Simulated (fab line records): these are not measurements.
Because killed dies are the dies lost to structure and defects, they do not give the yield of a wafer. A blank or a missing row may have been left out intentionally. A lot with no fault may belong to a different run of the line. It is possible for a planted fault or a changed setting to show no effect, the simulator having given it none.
What tool caused it?	flow berkeley cmos170	Sampling: 11 lots, 33 wafers, 3 of 331 route steps

WHAT THE GAUGES READ, wafer by wafer
UCB170_M3_RS_MEAS_02: measurement is done with a four-point probe.
lot	measured	on	M3_AL_RS (ohm/sq)
L570	day 9 00:15	film metro-02	0.0319 0.0325 0.0320
L571	day 9 15:57	film metro-04	0.0322 0.0318 0.0320
L572	day 9 19:08	film metro-04	0.0322 0.0320 0.0319
L573	day 9 18:55	film metro-01	0.0322 0.0319 0.0318
L580	day 11 08:25	film metro-01	0.0324 0.0324 0.0323
L581	day 11 11:13	film metro-01	0.0323 0.0327 0.0325
L583	day 12 02:40	film metro-01	0.0314 0.0320 0.0318
L584	day 12 07:08	film metro-04	0.0326 0.0320 0.0320
L592	day 13 16:30	film metro-01	0.0325 0.0327 0.0326
L590	day 13 16:53	film metro-04	0.0318 0.0318 0.0321
L593	day 14 08:38	film metro-04	0.0319 0.0320 0.0321

WHAT TOOL EACH LOT RAN ON (gives the tool, then ch and the chambers of the sampled wafers, and finally the start)
lot	UCB170_NVT_STRIP_08	UCB170_V1_CMP_02
L570	plasma asher-04 ch 0,1, day 6 19:34	cmp-02 ch 0,1,3, day 8 16:32
L571	plasma asher-02 ch 0, day 7 11:26	cmp-02 ch 0,2, day 9 07:40
L572	plasma asher-01 ch 0,1, day 7 11:42	cmp-01 ch 0,1,3, day 9 10:17
L573	plasma asher-02 ch 0,1, day 7 11:59	cmp-02 ch 0,3, day 9 10:20
L580	plasma asher-04 ch 0, day 9 04:06	cmp-02 ch 1,2,3, day 10 22:22
L581	plasma asher-02 ch 0,1, day 9 04:20	cmp-02 ch 0,1, day 11 01:13
L583	plasma asher-02 ch 0,1, day 9 19:26	cmp-01 ch 0,3, day 11 15:07
L584	plasma asher-02 ch 0,1, day 10 02:28	cmp-01 ch 0,1, day 11 18:08
L592	plasma asher-01 ch 0,1, day 11 02:27	cmp-01 ch 0,1,2, day 13 03:40
L590	plasma asher-02 ch 0,1, day 11 02:34	cmp-01 ch 0,1,3, day 13 03:58
L593	plasma asher-02 ch 0,1, day 11 19:19	cmp-02 ch 0,3, day 13 22:13
- UCB170_NVT_STRIP_08: strips in O2.
- UCB170_V1_CMP_02: polishes SiO2.

AS READ BY THE TOOLS THEMSELVES (means over the sampled wafers that have a number; for cases with no such wafer, the mark the record gives instead)
UCB170_NVT_STRIP_08.
lot	tool	drypump motor current A (A)	oes product au (a.u.)	strip time to endpoint s (s)
L570	plasma asher-04	5.6	0.735	21.65
L571	plasma asher-02	5.0	0.731	21.70
L572	plasma asher-01	6.1	0.729	21.56
L573	plasma asher-02	5.3	0.733	21.70
L580	plasma asher-04	5.4	0.733	21.68
L581	plasma asher-02	5.5	0.735	21.62
L583	plasma asher-02	5.3	0.735	21.69
L584	plasma asher-02	5.6	0.734	21.60
L592	plasma asher-01	6.0	0.735	21.63
L590	plasma asher-02	5.3	0.733	21.63
L593	plasma asher-02	5.6	0.738	21.61

UCB170_V1_CMP_02.
lot	tool	motor current A (A)
L570	cmp-02	14.0
L571	cmp-02	16.7
L572	cmp-01	17.4
L573	cmp-02	15.2
L580	cmp-02	15.7
L581	cmp-02	13.5
L583	cmp-01	19.4
L584	cmp-01	16.2
L592	cmp-01	14.4
L590	cmp-01	17.6
L593	cmp-02	14.6

THE ANSWER, worked out from the rows above alone
Rule: usual is defined by the lots themselves. Put in order of their means at a reading, lots are off if they are a third of the lots or fewer, leave a main group of 4 or more, and stand apart from it by a gap of 3 or more times the standard deviation of the main group's means; of several such gaps the widest counts. Not used: any main group whose means are identical at the precision the tables above print for the reading. A lot without any number at a reading at which 4 lots or more have one is off too. The other lots that the step has rows for count as sound. Order of review: gauges by route order, followed by the tools' own readings, for which a lot's mean as printed above is used. At the first step where some lot is off, the reading lying furthest off is the one used; lots without a number count as furthest.
Across all readings shown, no lot is off: no conclusion can be drawn from this.

WHAT WAS PUT IN BY THE SIMULATOR
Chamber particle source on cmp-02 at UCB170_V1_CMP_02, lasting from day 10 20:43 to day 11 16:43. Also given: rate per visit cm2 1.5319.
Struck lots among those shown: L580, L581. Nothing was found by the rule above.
